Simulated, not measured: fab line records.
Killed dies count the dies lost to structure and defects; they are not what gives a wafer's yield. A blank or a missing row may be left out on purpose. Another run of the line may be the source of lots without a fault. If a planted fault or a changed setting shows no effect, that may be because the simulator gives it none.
fab line records | flow ritCmos
record: lots: 6 wafers: 18 lastDay: 6
route steps=202 shown GATE@88 REOX@98 NLDD@103 PLDD@114 SPACER@125 M1@202
lots that met no fault: from a run of the same line without faults
startH: hours from the record's first day to the start of the lot's first wafer shown | waitH: hours since the lot's step before | " repeats the value in the row above | L1.1+2: several wafers, shown together as one row | - no value, or no start was given | * or withheld: withheld | < > ~ a bound
route shown NAME@n: a module of which the file shows steps, and the number in the route of the first | usual: mean/standard deviation taken from wafers without a fault | same: alike in all rows | chamber/n: place in a boat | sites: each site's reading | _std_site: the values' standard deviation | _edge_site: the outer-site mean with the inner-site mean subtracted | radiusMm: for every site, how far away it sits from the centre of the wafer | mask NAME#n: copy n | behind: the tool/chamber that last shaped the wafer | hold: why the lot went on hold/how many hours it stayed there/how the hold came to an end | device: which transistor (n, p or np) failed to switch | end of line: tests of these same wafers at the route's end | step lacking rows: just its recipe | killed: not the wafer's yield, but the dies lost to structure and defects at the first sort | map: the dies of a wafer, with x for killed, . for not killed, _ for no die there
set.NAME: the setting as run; set.NAME@STEP: as run at that earlier step | model.NAME: the simulator's own value behind a step, which no gauge read
lots seen at some steps along the route; tables by step, rows by wafer
services: when a tool's chamber went out of use (startH, in hours from the record's first day, below 0 if earlier), for how many hours, and the reason
== steps ==
step: RIT_GATE_SOFTBAKE_12
recipe: resist: NOVOLAK tempC: 90 timeS: 60
step: RIT_GATE_EXPOSE_13
recipe: maskId: M6 na: 0.6 sourceShape: conventional sigmaOuter: 0.6 targetCdNm: 150 doseMj: 380
step: RIT_GATE_PEB_14
recipe: resist: NOVOLAK tempC: withheld timeS: withheld
step: RIT_GATE_DEVELOP_15
recipe: resist: NOVOLAK developTimeS: 50 devTempC: 23
step: RIT_GATE_CD_MEAS_16
recipe: targetCdNm: 150
usual: cdNm: 149.4/2.2
columns lot.wafer tool chamber startH waitH cdNm
L274.1 cdSem-02 - 47.35 - 148.1
L274.3 " - " " 151.3
L274.6 " - " " 149.0
L278.1 cdSem-02 - 66.08 - 150.3
L278.2 " - " " 148.1
L278.3 " - " " 149.5
L281.2 cdSem-02 - 82.97 - 150.9
L281.4 " - " " 150.4
L281.6 " - " " 150.4
L282.1 cdSem-02 - 97.27 - 153.4
L282.3 " - " " 152.8
L282.6 " - " " 154.0
L286.1 cdSem-02 - 115.84 - 146.0
L286.4 " - " " 141.9
L286.6 " - " " 145.9
L288.2 cdSem-01 - 121.61 - 149.1
L288.4 " - " " 149.1
L288.6 " - " " 149.9
step: RIT_GATE_OVL_MEAS_17
usual: GATE_OVL: -0.2/1.5
columns lot.wafer tool chamber startH waitH GATE_OVL[nm]
L274.1 overlay-02 - 47.47 0.1 -1.6
L274.3 " - " " -0.8
L274.6 " - " " -0.8
L278.1 overlay-01 - 66.20 0.1 0.0
L278.2 " - " " -0.7
L278.3 " - " " -0.7
L281.2 overlay-01 - 83.07 0.1 0.2
L281.4 " - " " 1.3
L281.6 " - " " 0.8
L282.1 overlay-02 - 97.39 0.1 -2.3
L282.3 " - " " -1.8
L282.6 " - " " -1.4
L286.1 overlay-01 - 115.96 0.1 0.3
L286.4 " - " " -0.3
L286.6 " - " " 0.9
L288.2 overlay-01 - 121.72 0.1 -1.0
L288.4 " - " " -0.7
L288.6 " - " " 0.1
step: RIT_GATE_HARDBAKE_18
recipe: resist: NOVOLAK tempC: 140 timeS: 60
step: RIT_GATE_ETCH_19
recipe: chemistry: SF6/CHF3/O2 timeS: 165 SF6_flow_sccm: 30 CHF3_flow_sccm: 30 O2_flow_sccm: 5 target: poly-Si pressureMtorr: 40 rfW: 160 targetDepthA: 3125 overEtchFrac: 0.25 stopOn: SiO2
usual: drypumpMotorCurrentA: 5.7/0.56 heBacksideLeakSccm: 2.68/0.14 oesProductAu: 0.849/0.015 throttleValvePct: 10.26/0.13
same: timeS: 165
columns lot.wafer tool chamber startH waitH drypumpMotorCurrentA heBacksideLeakSccm oesProductAu rfHoursCounterH throttleValvePct
L274.1 rieSi-01 3 47.66 0.1 5.8 2.93 0.858 78 10.36
L274.3 " 2 " " 5.1 2.57 0.868 2 10.34
L274.6 " 3 " " 5.8 2.80 0.850 - 10.36
L278.1 rieSi-01 0 66.38 0.1 5.8 2.60 0.842 41 10.24
L278.2 " 1 " " 6.4 2.47 0.832 55 10.13
L278.3 " 3 " " 5.8 2.79 0.856 79 10.36
L281.2 rieSi-02 2 83.25 0.1 4.6 2.66 0.867 51 10.28
L281.4 " 3 " " 5.2 2.72 0.851 113 10.03
L281.6 " 1 " " 5.9 2.59 0.852 - 10.33
L282.1 rieSi-02 3 97.69 0.1 5.2 2.78 0.849 113 10.02
L282.3 " 0 " " 6.3 2.74 0.842 1 10.41
L282.6 " 3 " " 5.2 2.85 0.853 - 10.01
L286.1 rieSi-01 2 116.19 0.1 5.1 2.57 0.862 2 10.35
L286.4 " 3 " " 5.8 2.72 0.843 79 10.36
L286.6 " 3 " " 5.8 2.69 0.850 - 10.36
L288.2 rieSi-01 3 121.90 0.1 5.8 2.78 0.850 79 10.37
L288.4 " 1 " " 6.4 2.73 0.836 56 10.13
L288.6 " 1 " " 6.4 2.78 0.832 - 10.14
step: RIT_GATE_STRIP_20
recipe: chemistry: O2 timeS: 180 resist: NOVOLAK platenTempC: withheld powerW: 500 pressureMtorr: 4000 o2FlowSccm: 4000
usual: drypumpMotorCurrentA: 5.7/0.43
same: timeS: 180
columns lot.wafer tool chamber startH waitH drypumpMotorCurrentA rfHoursCounterH
L274.1 plasmaAsher-03 0 47.76 0.1 5.1 42
L274.3 " 0 " " 5.1 -
L274.6 " 1 " " 6.1 -
L278.1 plasmaAsher-02 0 66.49 0.1 6.1 26
L278.2 " 1 " " 5.1 26
L278.3 " 1 " " 5.1 -
L281.2 plasmaAsher-02 0 83.36 0.1 6.1 28
L281.4 " 0 " " 6.1 -
L281.6 " 1 " " 5.1 -
L282.1 plasmaAsher-02 0 97.79 0.1 6.1 29
L282.3 " 1 " " 5.1 -
L282.6 " 0 " " 6.1 -
L286.1 plasmaAsher-02 1 116.30 0.1 5.1 31
L286.4 " 1 " " 5.1 -
L286.6 " 0 " " 6.1 -
L288.2 plasmaAsher-01 1 122.01 0.1 5.9 47
L288.4 " 0 " " 5.6 -
L288.6 " 0 " " 5.5 -
step: RIT_GATE_CD_MEAS_90
recipe: targetCdNm: 150
usual: cdNm: 149.5/2.2
columns lot.wafer tool chamber startH waitH cdNm
L274.1 cdSem-01 - 47.94 0.1 148.7
L274.3 " - " " 151.5
L274.6 " - " " 149.4
L278.1 cdSem-02 - 66.67 0.1 149.7
L278.2 " - " " 148.2
L278.3 " - " " 149.1
L281.2 cdSem-01 - 83.56 0.1 150.7
L281.4 " - " " 150.5
L281.6 " - " " 150.5
L282.1 cdSem-02 - 97.97 0.1 153.5
L282.3 " - " " 153.2
L282.6 " - " " 154.7
L286.1 cdSem-02 - 116.48 0.1 145.9
L286.4 " - " " 141.8
L286.6 " - " " 145.9
L288.2 cdSem-01 - 122.20 0.1 149.2
L288.4 " - " " 149.0
L288.6 " - " " 150.0
step: RIT_REOX_CLEAN_00
recipe: chemistry: SC1 mix: 3:3:50 timeS: 600 tempC: 75
step: RIT_REOX_CLEAN_01
recipe: chemistry: dHF dilution: 50:1 timeS: 30
step: RIT_REOX_CLEAN_02
recipe: chemistry: SC2 mix: 3:3:50 timeS: 600 tempC: 75 dry: n2Spin
same: timeS: 600
columns lot.wafer tool chamber startH waitH
L274.1+3+6 wetBench-03 3 48.25 0.0
L278.1+2+3 wetBench-01 0 66.98 0.0
L281.2+4+6 wetBench-01 0 83.85 0.0
L282.1+3+6 wetBench-03 3 98.28 0.0
L286.1+4+6 wetBench-01 0 116.79 0.0
L288.2+4+6 wetBench-03 2 122.49 0.0
step: RIT_REOX_OXIDATION_03
recipe: tempC: 900 ambient: O2 targetThkA: 252 oxTimeS: 5580
step: RIT_REOX_THK_MEAS_04
recipe: reads: SiO2_of_REOX_OXIDATION_03
usual: REOX_OXIDE_THK: 24.9/0.41
columns lot.wafer tool chamber startH waitH REOX_OXIDE_THK[nm]
L274.1 filmMetro-02 - 50.98 0.0 24.5
L274.3 " - " " 24.6
L274.6 " - " " 24.7
L278.1 filmMetro-02 - 70.07 0.0 24.5
L278.2 " - " " 24.5
L278.3 " - " " 24.6
L281.2 filmMetro-01 - 89.94 0.0 25.0
L281.4 " - " " 24.5
L281.6 " - " " 24.9
L282.1 filmMetro-03 - 103.28 0.0 25.2
L282.3 " - " " 25.1
L282.6 " - " " 24.7
L286.1 filmMetro-02 - 120.87 0.0 25.1
L286.4 " - " " 25.2
L286.6 " - " " 25.5
L288.2 filmMetro-01 - 125.23 0.0 24.9
L288.4 " - " " 24.7
L288.6 " - " " 25.1
step: RIT_NLDD_HMDS_00
recipe: primeTimeS: 60 primeTempC: 140
step: RIT_NLDD_COAT_01
recipe: resist: NOVOLAK spinRpm: 3250 resistThkNm: 1000
step: RIT_NLDD_SOFTBAKE_02
recipe: resist: NOVOLAK tempC: 90 timeS: 60
step: RIT_NLDD_EXPOSE_03
recipe: maskId: M7 na: 0.57 targetCdNm: 40700 doseMj: 250
step: RIT_NLDD_PEB_04
recipe: resist: NOVOLAK tempC: withheld timeS: withheld
step: RIT_NLDD_DEVELOP_05
recipe: resist: NOVOLAK developTimeS: 50 devTempC: 23
step: RIT_NLDD_OVL_MEAS_06
usual: NLDD_OVL: -0.2/1.5
columns lot.wafer tool chamber startH waitH NLDD_OVL[nm]
L274.1 overlay-01 - 52.20 - 2.6
L274.3 " - " " 1.5
L274.6 " - " " 2.0
L278.1 overlay-01 - 70.98 - 2.0
L278.2 " - " " 0.1
L278.3 " - " " 1.6
L281.2 overlay-01 - 90.85 - 2.6
L281.4 " - " " 1.4
L281.6 " - " " 0.8
L282.1 overlay-02 - 104.31 - 1.4
L282.3 " - " " 0.4
L282.6 " - " " 1.1
L286.1 overlay-02 - 121.90 - -1.0
L286.4 " - " " 0.3
L286.6 " - " " 0.1
L288.2 overlay-01 - 126.26 - 1.2
L288.4 " - " " 2.3
L288.6 " - " " 3.3
step: RIT_NLDD_HARDBAKE_07
recipe: resist: NOVOLAK tempC: 140 timeS: 60
step: RIT_NLDD_IMPLANT_08
recipe: species: P energyKev: 20 doseCm2: 5e+14 tiltDeg: 7
step: RIT_NLDD_STRIP_09
recipe: chemistry: O2 timeS: 180 resist: NOVOLAK platenTempC: withheld powerW: 500 pressureMtorr: 4000 o2FlowSccm: 4000
usual: drypumpMotorCurrentA: 5.8/0.35
same: timeS: 180
columns lot.wafer tool chamber startH waitH drypumpMotorCurrentA rfHoursCounterH
L274.1 plasmaAsher-04 1 52.54 0.1 6.3 42
L274.3 " 1 " " 6.3 -
L274.6 " 0 " " 5.9 -
L278.1 plasmaAsher-03 0 71.31 0.1 5.2 44
L278.2 " 1 " " 6.1 44
L278.3 " 0 " " 5.1 -
L281.2 plasmaAsher-03 0 91.18 0.1 5.1 46
L281.4 " 1 " " 6.1 -
L281.6 " 0 " " 5.1 -
L282.1 plasmaAsher-03 1 104.65 0.1 6.1 47
L282.3 " 1 " " 6.1 -
L282.6 " 1 " " 6.1 -
L286.1 plasmaAsher-03 0 122.24 0.1 5.1 49
L286.4 " 0 " " 5.1 -
L286.6 " 0 " " 5.1 -
L288.2 plasmaAsher-01 1 126.59 0.1 5.9 48
L288.4 " 0 " " 5.6 -
L288.6 " 0 " " 5.6 -
step: RIT_NLDD_TW_MEAS_10
usual: NLDD_TW: 2503/18
columns lot.wafer tool chamber startH waitH NLDD_TW
L274.1 filmMetro-04 - 52.71 0.1 2523
L274.3 " - " " 2517
L274.6 " - " " 2519
L278.1 filmMetro-03 - 71.49 0.1 2491
L278.2 " - " " 2473
L278.3 " - " " 2485
L281.2 filmMetro-03 - 91.36 0.1 2512
L281.4 " - " " 2506
L281.6 " - " " 2493
L282.1 filmMetro-03 - 104.83 0.1 2494
L282.3 " - " " 2496
L282.6 " - " " 2504
L286.1 filmMetro-03 - 122.41 0.1 2482
L286.4 " - " " 2490
L286.6 " - " " 2496
L288.2 filmMetro-01 - 126.77 0.1 2498
L288.4 " - " " 2510
L288.6 " - " " 2505
step: RIT_PLDD_HMDS_00
recipe: primeTimeS: 60 primeTempC: 140
step: RIT_PLDD_COAT_01
recipe: resist: NOVOLAK spinRpm: 3250 resistThkNm: 1000
step: RIT_PLDD_SOFTBAKE_02
recipe: resist: NOVOLAK tempC: 90 timeS: 60
step: RIT_PLDD_EXPOSE_03
recipe: maskId: M8 na: 0.57 targetCdNm: 40900 doseMj: 250
step: RIT_PLDD_PEB_04
recipe: resist: NOVOLAK tempC: withheld timeS: withheld
step: RIT_PLDD_DEVELOP_05
recipe: resist: NOVOLAK developTimeS: 50 devTempC: 23
step: RIT_PLDD_OVL_MEAS_06
usual: PLDD_OVL: 0.5/1.3
columns lot.wafer tool chamber startH waitH PLDD_OVL[nm]
L274.1 overlay-01 - 53.75 - 1.9
L274.3 " - " " 1.9
L274.6 " - " " 1.6
L278.1 overlay-02 - 72.52 - -2.5
L278.2 " - " " -1.2
L278.3 " - " " -1.8
L281.2 overlay-02 - 92.27 - 0.1
L281.4 " - " " 0.5
L281.6 " - " " -0.4
L282.1 overlay-02 - 105.74 - 2.3
L282.3 " - " " 0.8
L282.6 " - " " 1.3
L286.1 overlay-01 - 123.45 - 0.9
L286.4 " - " " 1.6
L286.6 " - " " 2.2
L288.2 overlay-01 - 127.81 - 1.0
L288.4 " - " " 0.3
L288.6 " - " " 1.1
step: RIT_PLDD_HARDBAKE_07
recipe: resist: NOVOLAK tempC: 140 timeS: 60
step: RIT_PLDD_IMPLANT_08
recipe: species: BF2 energyKev: 20 doseCm2: 9e+14 tiltDeg: 7
step: RIT_PLDD_STRIP_09
recipe: chemistry: O2 timeS: 180 resist: NOVOLAK platenTempC: withheld powerW: 500 pressureMtorr: 4000 o2FlowSccm: 4000
usual: drypumpMotorCurrentA: 5.7/0.43
same: timeS: 180
columns lot.wafer tool chamber startH waitH drypumpMotorCurrentA rfHoursCounterH
L274.1 plasmaAsher-04 1 54.09 0.1 6.3 42
L274.3 " 1 " " 6.3 -
L274.6 " 1 " " 6.2 -
L278.1 plasmaAsher-02 0 72.86 0.1 6.1 26
L278.2 " 1 " " 5.1 26
L278.3 " 1 " " 5.1 -
L281.2 plasmaAsher-04 1 92.60 0.1 6.3 45
L281.4 " 0 " " 5.8 -
L281.6 " 1 " " 6.3 -
L282.1 plasmaAsher-01 1 106.07 0.1 5.9 45
L282.3 " 1 " " 5.9 -
L282.6 " 1 " " 5.9 -
L286.1 plasmaAsher-04 1 123.79 0.1 6.3 0
L286.4 " 0 " " 5.9 -
L286.6 " 1 " " 6.3 -
L288.2 plasmaAsher-01 1 128.15 0.1 5.9 48
L288.4 " 0 " " 5.6 -
L288.6 " 1 " " 5.9 -
step: RIT_PLDD_TW_MEAS_10
usual: PLDD_TW: 2361/18
columns lot.wafer tool chamber startH waitH PLDD_TW
L274.1 filmMetro-04 - 54.28 0.1 2382
L274.3 " - " " 2382
L274.6 " - " " 2387
L278.1 filmMetro-03 - 73.03 0.1 2352
L278.2 " - " " 2363
L278.3 " - " " 2348
L281.2 filmMetro-01 - 92.78 0.1 2335
L281.4 " - " " 2341
L281.6 " - " " 2334
L282.1 filmMetro-04 - 106.25 0.1 2372
L282.3 " - " " 2379
L282.6 " - " " 2380
L286.1 filmMetro-01 - 123.96 0.1 2349
L286.4 " - " " 2358
L286.6 " - " " 2366
L288.2 filmMetro-04 - 128.33 0.1 2371
L288.4 " - " " 2384
L288.6 " - " " 2392
step: RIT_SPACER_CLEAN_00
recipe: chemistry: SC1 mix: 3:3:50 timeS: 600 tempC: 75
step: RIT_SPACER_CLEAN_01
recipe: chemistry: dHF dilution: 50:1 timeS: 30
step: RIT_SPACER_CLEAN_02
recipe: chemistry: SC2 mix: 3:3:50 timeS: 600 tempC: 75 dry: n2Spin
step: RIT_SPACER_CVD_03
recipe: material: Si3N4 targetThkNm: 250 tempC: 810 precursor: SiH2Cl2/NH3 timeS: 3300 pressureMtorr: 300 sih2cl2FlowSccm: 60 nh3FlowSccm: 150
step: RIT_SPACER_THK_MEAS_04
recipe: reads: Si3N4_of_SPACER_CVD_03
usual: SPACER_NITRIDE_THK: 249.9/2.1
columns lot.wafer tool chamber startH waitH SPACER_NITRIDE_THK[nm]
L274.1 filmMetro-01 - 56.62 0.0 251.0
L274.3 " - " " 250.4
L274.6 " - " " 250.4
L278.1 filmMetro-02 - 76.37 0.0 251.2
L278.2 " - " " 249.5
L278.3 " - " " 246.8
L281.2 filmMetro-02 - 96.09 0.0 244.6
L281.4 " - " " 245.5
L281.6 " - " " 243.9
L282.1 filmMetro-01 - 108.59 0.0 249.2
L282.3 " - " " 249.5
L282.6 " - " " 251.3
L286.1 filmMetro-01 - 126.30 0.0 248.5
L286.4 " - " " 249.3
L286.6 " - " " 249.0
L288.2 filmMetro-04 - 130.78 0.0 251.6
L288.4 " - " " 250.7
L288.6 " - " " 250.3
step: RIT_M1_PROBE_99
usual: killedAtFrontEnd: 7/3 killedDies: 7/3.1 killedOpen: 3.3/2.1 killedShort: 3.3/2
same: grossDies: 264 killed_at_M0_to_M3: 0 killed_at_M4_up: 0 killedAtBackSide: 0 killedAtContacts: 0 killedAtOther: 0
columns lot.wafer tool chamber startH waitH killedAtFrontEnd killedDies killedOpen killedShort model.etest.diodeNwellSub.leakLog10ACm2
L274.1 prober-02 - 67.64 0.1 4 4 2 2 -7.593
L274.3 prober-02 - 67.74 0.2 5 5 3 2 -7.352
L274.6 prober-02 - 67.89 0.2 9 9 4 5 -7.528
L278.1 prober-02 - 92.31 0.1 2 2 1 1 -7.652
L278.2 prober-02 - 92.36 0.1 13 13 5 8 -7.507
L278.3 prober-02 - 92.41 0.2 5 5 3 2 -7.52
L281.2 prober-01 - 107.93 0.1 7 7 5 2 -6.753
L281.4 prober-01 - 108.03 0.2 7 7 1 6 -6.51
L281.6 prober-01 - 108.13 0.2 8 8 4 4 -6.537
L282.1 prober-01 - 120.48 0.1 3 3 0 3 -7.723
L282.3 prober-01 - 120.58 0.2 2 2 0 2 -7.684
L282.6 prober-01 - 120.73 0.2 11 11 3 8 -7.497
L286.1 prober-02 - 137.57 0.1 4 4 2 2 -6.918
L286.4 prober-02 - 137.72 0.2 8 8 1 7 -6.513
L286.6 prober-02 - 137.82 0.2 5 5 1 4 -6.758
L288.2 prober-02 - 143.72 0.1 3 3 2 1 -7.56
L288.4 prober-02 - 143.82 0.2 5 5 3 2 -7.488
L288.6 prober-02 - 143.92 0.2 10 10 7 3 -7.212
killed by level:class
L274.1 GATE:geometricParticle:short=2 GATE:geometricParticle:open=1 REOX:geometricParticle:open=1
L274.3 GATE:geometricParticle:open=2 FOX1:geometricParticle:short=1 REOX:geometricParticle:open=1 REOX:geometricParticle:short=1
L274.6 GATE:geometricParticle:open=3 GATE:geometricParticle:short=2 REOX:geometricParticle:short=2 FOX1:geometricParticle:short=1 SILICIDE:geometricParticle:open=1
L278.1 FOX1:geometricParticle:short=1 GATE:geometricParticle:open=1
L278.2 GATE:geometricParticle:short=4 FOX1:geometricParticle:short=2 FOX2:geometricParticle:open=2 SILICIDE:geometricParticle:open=2 FOX2:geometricParticle:short=1 GATE:geometricParticle:open=1 SPACER:geometricParticle:short=1
L278.3 SILICIDE:geometricParticle:open=2 FOX1:geometricParticle:open=1 REOX:geometricParticle:short=1 SILICIDE:geometricParticle:short=1
L281.2 FOX1:geometricParticle:open=2 SPACER:geometricParticle:open=2 FOX1:geometricParticle:short=1 GATE:geometricParticle:open=1 SPACER:geometricParticle:short=1
L281.4 FOX1:geometricParticle:short=3 SPACER:geometricParticle:short=2 REOX:geometricParticle:open=1 SILICIDE:geometricParticle:short=1
L281.6 GATE:geometricParticle:open=3 FOX1:geometricParticle:short=1 FOX1:geometricParticle:open=1 FOX2:geometricParticle:short=1 SPACER:geometricParticle:short=1 SILICIDE:geometricParticle:short=1
L282.1 GATE:geometricParticle:short=1 SPACER:geometricParticle:short=1 SILICIDE:geometricParticle:short=1
L282.3 FOX2:geometricParticle:short=2
L282.6 GATE:geometricParticle:short=3 FOX2:geometricParticle:short=2 SILICIDE:geometricParticle:short=2 SILICIDE:geometricParticle:open=2 REOX:geometricParticle:open=1 SPACER:geometricParticle:short=1
L286.1 REOX:geometricParticle:open=2 FOX1:geometricParticle:short=1 SILICIDE:geometricParticle:short=1
L286.4 SPACER:geometricParticle:short=3 FOX1:geometricParticle:short=2 FOX1:geometricParticle:open=1 GATE:geometricParticle:short=1 REOX:geometricParticle:short=1
L286.6 GATE:geometricParticle:short=2 FOX1:geometricParticle:short=1 FOX2:geometricParticle:short=1 GATE:geometricParticle:open=1
L288.2 FOX1:geometricParticle:open=1 GATE:geometricParticle:short=1 SILICIDE:geometricParticle:open=1
L288.4 SILICIDE:geometricParticle:open=2 GATE:geometricParticle:open=1 GATE:geometricParticle:short=1 SILICIDE:geometricParticle:short=1
L288.6 REOX:geometricParticle:open=3 REOX:geometricParticle:short=2 FOX1:geometricParticle:open=1 FOX2:geometricParticle:open=1 GATE:geometricParticle:open=1 SILICIDE:geometricParticle:open=1 SILICIDE:geometricParticle:short=1
== services ==
columns tool chamber startH hours kind
plasmaAsher-02 - 25.15 1.0 repair
plasmaAsher-04 - 71.89 1.8 repair
rieSi-01 1 84.88 1.0 repair
plasmaAsher-03 - 86.78 4.0 pm
plasmaAsher-04 - 108.75 9.0 pm
plasmaAsher-04 0 108.75 9.0 ventCycle
plasmaAsher-04 1 108.75 9.0 ventCycle
plasmaAsher-04 0 117.75 - clean
plasmaAsher-04 1 117.75 - clean
plasmaAsher-04 - 126.51 5.2 repair
== key ==
firstSign none at tools or gauges
modelEffect: step: RIT_M1_PROBE_99 value: etest.diodeNwellSub.leakLog10ACm2 without: -7.429 struck: -6.665
metAt RIT_REOX_CLEAN_02
struckWafers L281.2,L281.4,L281.6,L286.1,L286.4,L286.6
testerLeftOut L281,L286
onsetBetween 66.98 83.85
alsoFits RIT_PLDD_STRIP_09:plasmaAsher-04
fault: kind: metallicContaminationSource tool: wetBench-01 chamber: - onsetH: 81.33 steps: RIT_REOX_CLEAN_02 rateCm2PerVisit: 1e+12 species: metalCuCm2
testerLeftOut: of these lots the tester's yield and bins aren't shown, on N5 and GAA mostly nor the transistor test; their killed dies are dies lost to structure and defects alone, not to doping, threshold or leakage, so they don't give the yield
